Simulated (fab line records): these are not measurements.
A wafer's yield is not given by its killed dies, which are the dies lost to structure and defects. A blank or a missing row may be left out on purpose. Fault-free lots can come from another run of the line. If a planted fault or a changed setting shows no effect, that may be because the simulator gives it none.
fab line records	flow ritCmos
record lots=13	wafers=39	lastDay=6
route steps=202 shown SPACER@128 M1@202
lots that met no fault: from a run of the same line without faults
startH: start of the lot's first displayed wafer, in hours after the record's first day	waitH: hours since the lot's step before	" identical to the entry in the row above	L1.1+2: a single row standing in for several wafers	- no value, or no start given	* or withheld: withheld	< > ~ a bound
route shown NAME@n: names a module that has steps shown in the file, with the first one's number in the route	usual: average and standard deviation across the fault-free wafers	same: alike in all rows	chamber/n: place in a boat	sites: readings site by site	_std_site: how widely they spread, as a standard deviation	_edge_site: the outer-site mean with the inner-site mean subtracted	radiusMm: for every site, how far away it sits from the centre of the wafer	mask NAME#n: copy n	behind: the last tool/chamber to shape the wafer	hold: reason for holding the lot/hours on hold/outcome of the hold	device: the transistor (n, p or np) that didn't switch	end of line: the tests these same wafers got at the end of their route	step lacking rows: just its recipe	killed: not the wafer's yield, but the dies lost to structure and defects at the first sort	map: a wafer's dies, x killed, . not, _ none there
set.NAME: setting as actually run; set.NAME@STEP: the setting as run at that earlier step	model.NAME: the simulator's own value behind a step, which no gauge read
steps of the route over a sample of lots; a table a step, a row a wafer
services: the hour from which a tool's chamber was out of use, counted from the record's first day as startH (under 0 if before that day), plus the number of hours and why
## steps
# step RIT_SPACER_CVD_03
# recipe material=Si3N4	targetThkNm=250	tempC=810	precursor=SiH2Cl2/NH3	timeS=3300	pressureMtorr=300	sih2cl2FlowSccm=60	nh3FlowSccm=150
# usual spikeTcCentreC=813.2/1.2	spikeTcLoadC=836.8/2.9	spikeTcSourceC=833.7/2.1	susceptorTempC=810.0/0.32
lot.wafer	tool	chamber	startH	waitH	spikeTcCentreC	spikeTcLoadC	spikeTcSourceC	susceptorTempC
L920.1	lpcvd-01	0	54.92	0.0	812.7	837.8	830.8	810.2
L920.2	"	0	"	"	813.5	838.8	829.4	810.3
L920.6	"	0	"	"	814.7	838.3	830.0	810.1
L921.2	lpcvd-02	1	60.40	0.0	815.3	831.6	835.0	809.7
L921.4	"	1	"	"	813.9	832.2	836.3	809.5
L921.6	"	1	"	"	812.9	833.7	835.8	809.4
L922.1	lpcvd-01	1	65.68	0.0	812.6	840.6	833.6	810.3
L922.4	"	1	"	"	811.1	839.2	835.0	810.3
L922.6	"	1	"	"	813.1	840.0	833.5	809.9
L923.1	lpcvd-01	1	68.20	0.0	812.4	839.6	834.9	810.0
L923.3	"	1	"	"	812.2	839.8	834.1	809.7
L923.4	"	1	"	"	809.8	838.2	834.7	810.4
L924.1	lpcvd-02	1	73.48	0.0	814.3	832.2	835.6	809.7
L924.3	"	1	"	"	812.0	831.3	836.7	809.9
L924.5	"	1	"	"	814.1	833.6	835.4	810.2
L926.1	lpcvd-01	0	90.56	0.0	814.6	838.9	829.0	810.6
L926.2	"	0	"	"	814.9	837.5	829.3	810.1
L926.3	"	0	"	"	814.7	838.2	828.5	810.1
L927.2	lpcvd-02	0	93.11	0.0	812.7	834.8	836.2	809.5
L927.5	"	0	"	"	812.8	834.2	834.6	809.6
L927.6	"	0	"	"	814.8	833.4	833.4	809.7
L928.1	lpcvd-01	1	95.89	0.7	812.2	839.5	834.6	810.4
L928.3	"	1	"	"	811.1	839.8	834.1	810.3
L928.4	"	1	"	"	810.9	838.3	834.6	810.1
L929.2	lpcvd-01	1	100.02	0.0	811.7	839.3	833.3	809.7
L929.4	"	1	"	"	811.5	839.9	833.7	809.7
L929.5	"	1	"	"	812.2	838.6	835.8	809.8
L930.2	lpcvd-02	1	106.17	0.0	813.4	832.7	836.0	810.9
L930.3	"	1	"	"	812.4	831.0	835.7	810.1
L930.6	"	1	"	"	813.6	830.7	835.1	810.4
L931.1	lpcvd-01	1	109.35	0.0	812.7	838.6	833.1	810.0
L931.3	"	1	"	"	812.8	837.4	833.7	810.2
L931.4	"	1	"	"	812.5	838.6	832.8	810.3
L933.2	lpcvd-01	1	119.19	0.0	813.6	839.9	835.2	809.8
L933.3	"	1	"	"	812.3	837.2	834.8	810.1
L933.6	"	1	"	"	811.9	837.8	833.8	810.0
L937.3	lpcvd-01	1	137.21	0.0	789.3	813.4	809.2	784.7
L937.4	"	1	"	"	787.4	814.7	808.8	784.5
L937.6	"	1	"	"	787.7	814.3	809.6	784.8
# step RIT_SPACER_THK_MEAS_04
# recipe reads=Si3N4_of_SPACER_CVD_03
# usual SPACER_NITRIDE_THK=250.0/2.2
lot.wafer	tool	chamber	startH	waitH	SPACER_NITRIDE_THK[nm]
L920.1	filmMetro-02	-	57.79	0.0	248.2
L920.2	"	-	"	"	246.3
L920.6	"	-	"	"	248.1
L921.2	filmMetro-01	-	62.33	0.0	252.7
L921.4	"	-	"	"	251.0
L921.6	"	-	"	"	249.5
L922.1	filmMetro-01	-	67.59	0.0	250.7
L922.4	"	-	"	"	250.6
L922.6	"	-	"	"	250.0
L923.1	filmMetro-02	-	70.12	0.0	248.0
L923.3	"	-	"	"	248.3
L923.4	"	-	"	"	249.4
L924.1	filmMetro-03	-	75.39	0.0	249.1
L924.3	"	-	"	"	249.1
L924.5	"	-	"	"	250.5
L926.1	filmMetro-01	-	92.47	0.0	250.9
L926.2	"	-	"	"	247.2
L926.3	"	-	"	"	248.5
L927.2	filmMetro-03	-	95.03	0.0	254.2
L927.5	"	-	"	"	250.9
L927.6	"	-	"	"	252.6
L928.1	filmMetro-02	-	97.81	0.0	250.0
L928.3	"	-	"	"	251.0
L928.4	"	-	"	"	249.8
L929.2	filmMetro-02	-	101.94	0.0	247.0
L929.4	"	-	"	"	247.4
L929.5	"	-	"	"	245.7
L930.2	filmMetro-01	-	108.10	0.0	251.6
L930.3	"	-	"	"	248.9
L930.6	"	-	"	"	249.9
L931.1	filmMetro-01	-	111.26	0.0	248.4
L931.3	"	-	"	"	248.9
L931.4	"	-	"	"	248.3
L933.2	filmMetro-03	-	121.11	0.0	252.1
L933.3	"	-	"	"	251.8
L933.6	"	-	"	"	252.2
L937.3	filmMetro-03	-	139.15	0.0	155.2
L937.4	"	-	"	"	155.4
L937.6	"	-	"	"	157.3
# step RIT_SPACER_ETCHBACK_05
# recipe targetDepthA=2500	SF6_flow_sccm=30	CHF3_flow_sccm=30	target=Si3N4	chemistry=SF6/CHF3	pressureMtorr=40	rfW=250	timeS=240	stopOn=SiO2
# usual drypumpMotorCurrentA=5.8/0.34	oesProductAu=0.846/0.012	throttleValvePct=10.27/0.12
lot.wafer	tool	chamber	startH	waitH	drypumpMotorCurrentA	oesProductAu	rfHoursCounterH	throttleValvePct
L920.1	rieDiel-01	3	57.85	0.1	5.2	0.856	6	10.34
L920.2	"	0	"	"	5.7	0.847	92	10.37
L920.6	"	1	"	"	6.0	0.861	-	10.23
L921.2	rieDiel-03	3	62.38	0.0	5.8	0.857	26	10.26
L921.4	"	2	"	"	5.9	0.853	5	10.26
L921.6	"	0	"	"	5.8	0.847	-	10.24
L922.1	rieDiel-03	3	67.65	0.1	5.8	0.847	26	10.26
L922.4	"	1	"	"	5.4	0.818	159	10.06
L922.6	"	1	"	"	5.4	0.813	-	10.08
L923.1	rieDiel-01	0	70.18	0.1	5.7	0.855	92	10.37
L923.3	"	1	"	"	6.0	0.851	8	10.22
L923.4	"	3	"	"	5.2	0.850	6	10.35
L924.1	rieDiel-04	3	75.45	0.1	5.8	0.839	68	10.39
L924.3	"	2	"	"	5.8	0.837	12	10.23
L924.5	"	1	"	"	5.2	0.852	-	10.27
L926.1	rieDiel-03	3	92.53	0.1	5.8	0.856	27	10.26
L926.2	"	0	"	"	5.8	0.839	48	10.25
L926.3	"	1	"	"	5.4	0.812	159	10.07
L927.2	rieDiel-01	2	95.08	0.0	6.5	0.854	143	10.52
L927.5	"	0	"	"	5.7	0.865	-	10.39
L927.6	"	1	"	"	6.0	0.868	-	10.22
L928.1	rieDiel-04	0	97.87	0.1	6.2	0.839	1	10.05
L928.3	"	3	"	"	5.7	0.839	68	10.38
L928.4	"	1	"	"	5.3	0.847	152	10.26
L929.2	rieDiel-04	1	101.99	0.0	5.2	0.844	152	10.25
L929.4	"	0	"	"	6.2	0.831	1	10.05
L929.5	"	3	"	"	5.8	0.824	-	10.39
L930.2	rieDiel-01	2	108.15	0.0	6.5	0.852	143	10.49
L930.3	"	3	"	"	5.2	0.860	7	10.34
L930.6	"	2	"	"	6.5	0.844	-	10.49
L931.1	rieDiel-01	3	111.32	0.1	5.2	0.867	7	10.34
L931.3	"	0	"	"	5.7	0.860	93	10.37
L931.4	"	3	"	"	5.2	0.859	-	10.32
L933.2	rieDiel-03	3	121.16	0.0	5.8	0.853	28	10.23
L933.3	"	2	"	"	5.9	0.851	7	10.26
L933.6	"	2	"	"	5.9	0.853	-	10.26
L937.3	rieDiel-01	0	139.19	0.0	5.7	0.627	94	10.29
L937.4	"	1	"	"	5.9	0.622	9	10.14
L937.6	"	2	"	"	6.5	0.603	-	10.41
# step RIT_M1_PROBE_99
# usual killedAtContacts=0.1/0.25	killedAtFrontEnd=6.8/2.7	killedDies=6.8/2.7	killedOpen=3.4/1.8	killedShort=3.5/1.7
# same grossDies=264	killed_at_M0_to_M3=0	killed_at_M4_up=0	killedAtBackSide=0	killedAtOther=0
lot.wafer	tool	chamber	startH	waitH	killedAtContacts	killedAtFrontEnd	killedDies	killedOpen	killedShort
L937.3	prober-01	-	150.28	0.2	0	9	9	5	4
L937.4	prober-01	-	150.33	0.2	0	6	6	4	2
L937.6	prober-01	-	150.43	0.2	0	7	7	3	4
# killed by level:class
L937.3 FOX1:geometricParticle:short=2 GATE:geometricParticle:open=2 SPACER:geometricParticle:open=2 REOX:geometricParticle:short=1 REOX:geometricParticle:open=1 SILICIDE:geometricParticle:short=1
L937.4 GATE:geometricParticle:open=3 FOX2:geometricParticle:open=1 GATE:geometricParticle:short=1 SPACER:geometricParticle:short=1
L937.6 FOX1:geometricParticle:open=2 GATE:geometricParticle:short=2 FOX1:geometricParticle:short=1 GATE:geometricParticle:open=1 SPACER:geometricParticle:short=1
## services
tool	chamber	startH	hours	kind
rieDiel-03	0	46.53	12.1	repair
rieDiel-04	2	81.18	1.7	repair
rieDiel-01	3	95.37	2.0	repair
rieDiel-03	1	105.81	-	clean
rieDiel-03	1	105.81	32.3	scheduledDown
rieDiel-03	1	105.81	32.3	ventCycle
rieDiel-01	1	107.04	16.2	repair
rieDiel-04	1	135.30	-	clean
rieDiel-04	1	135.30	30.7	scheduledDown
rieDiel-04	1	135.30	30.7	ventCycle
## key
firstSign step=RIT_SPACER_CVD_03	reading=susceptorTempC	direction=down	sigmas=78	usual=*	struck=*
effect step=RIT_SPACER_CVD_03	reading=spikeTcCentreC	direction=down	sigmas=21	usual=813.2	struck=788.1
effect step=RIT_SPACER_THK_MEAS_04	reading=SPACER_NITRIDE_THK	direction=down	sigmas=43	usual=250.0	struck=156.0
effect step=RIT_SPACER_ETCHBACK_05	reading=oesProductAu	direction=down	sigmas=19	usual=0.846	struck=0.617
metAt RIT_SPACER_CVD_03
struckLots L937
struckWafers L937.3,L937.4,L937.6
testerLeftOut L937
onsetBetween 119.19 137.21
fault kind=processParameterDrift	tool=lpcvd-01	chamber=1	onsetH=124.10	steps=RIT_SPACER_CVD_03	channel=tempC	offset=*	shape=step	endH=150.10	actsIn=*	stated=*
# testerLeftOut: of these lots the tester's yield and bins aren't shown, on N5 and GAA mostly nor the transistor test; their killed dies are dies lost to structure and defects alone, not to doping, threshold or leakage, so they don't give the yield
